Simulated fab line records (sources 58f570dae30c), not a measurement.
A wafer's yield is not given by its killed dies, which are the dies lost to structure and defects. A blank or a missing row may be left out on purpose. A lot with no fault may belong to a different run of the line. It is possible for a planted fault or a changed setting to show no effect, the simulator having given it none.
Shared-tool check	flow berkeley cmos170	Lots sampled 15, wafers sampled 45

## THE REASON FOR OPENING IT
3 of 15 lots carry a flag on the reading PLDD_TW at UCB170_PLDD_TW_MEAS_11. Wafers without a fault read 1005, standard deviation 5.
Rule: a lot gets a flag if all its wafers with a number sit over 4 standard deviations from that mean, or if no wafer of it has a number. The rest of the lots are taken to be sound.

lot	measured	on	PLDD_TW, wafer by wafer	flag
L540	day 7 16:38	film metro-03	1012 1009 1009	
L541	day 7 18:00	film metro-03	1007 1017 1011	
L543	day 7 21:33	film metro-01	1142 1139 1137	FLAGGED
L545	day 9 08:34	film metro-01	997 1002 997	
L547	day 9 08:37	film metro-03	1009 1009 1015	
L548	day 9 09:44	film metro-01	1139 1138 1132	FLAGGED
L552	day 9 17:05	film metro-02	1002 1003 1003	
L551	day 9 17:46	film metro-02	1140 1138 1138	FLAGGED
L553	day 10 11:09	film metro-02	1007 1009 1004	
L554	day 11 01:31	film metro-02	1006 1001 1003	
L555	day 11 01:43	film metro-03	1012 1013 1005	
L559	day 11 18:31	film metro-03	1004 1010 1004	
L562	day 11 18:41	film metro-01	995 1006 1006	
L561	day 11 18:49	film metro-02	1007 1009 1010	
L563	day 12 11:33	film metro-01	1000 1007 1000	
The mean of the flagged lots' numbers is 1138, +133 from the usual (+27 standard deviations).

## WHICH TOOL RAN EACH LOT
The record holds 1 process step before the reading, out of a route of 331 steps. Read each cell as the tool, then ch plus the chambers that the sampled wafers visited, then the start.
lot	flag	UCB170_PLDD_IMPLANT_09
L540		implanter-03 ch 0, day 7 16:23
L541		implanter-04 ch 0, day 7 17:45
L543	FLAGGED	implanter-03 ch 0, day 7 20:59
L545		implanter-03 ch 0, day 9 08:21
L547		implanter-04 ch 0, day 9 08:22
L548	FLAGGED	implanter-02 ch 0, day 9 09:09
L552		implanter-02 ch 0, day 9 16:50
L551	FLAGGED	implanter-04 ch 0, day 9 17:11
L553		implanter-03 ch 0, day 10 10:54
L554		implanter-03 ch 0, day 11 01:13
L555		implanter-02 ch 0, day 11 01:28
L559		implanter-04 ch 0, day 11 18:16
L562		implanter-02 ch 0, day 11 18:26
L561		implanter-04 ch 0, day 11 18:34
L563		implanter-04 ch 0, day 12 11:20
These steps, and what they do:
- UCB170_PLDD_IMPLANT_09
- UCB170_PLDD_TW_MEAS_11

## FLAGGED AGAINST TOTAL, ONE TOOL AT A TIME (gauges that did the reading follow at the end)
step	tool	lots run	flagged	share of the flagged lots	sound lots run after its first flagged lot
UCB170_PLDD_IMPLANT_09	implanter-02	4	1	some	3 (L552,L555,L562)
UCB170_PLDD_IMPLANT_09	implanter-03	5	1	some	3 (L545,L553,L554)
UCB170_PLDD_IMPLANT_09	implanter-04	6	1	some	3 (L559,L561,L563)
UCB170_PLDD_TW_MEAS_11	film metro-01	5	2	some	3 (L545,L562,L563)
UCB170_PLDD_TW_MEAS_11	film metro-02	5	1	some	3 (L553,L554,L561)
UCB170_PLDD_TW_MEAS_11	film metro-03	5	0	none	-

## WHAT THE TABLE ALLOWS
No row of the table ran every flagged lot.

## WHAT WAS PUT IN BY THE SIMULATOR
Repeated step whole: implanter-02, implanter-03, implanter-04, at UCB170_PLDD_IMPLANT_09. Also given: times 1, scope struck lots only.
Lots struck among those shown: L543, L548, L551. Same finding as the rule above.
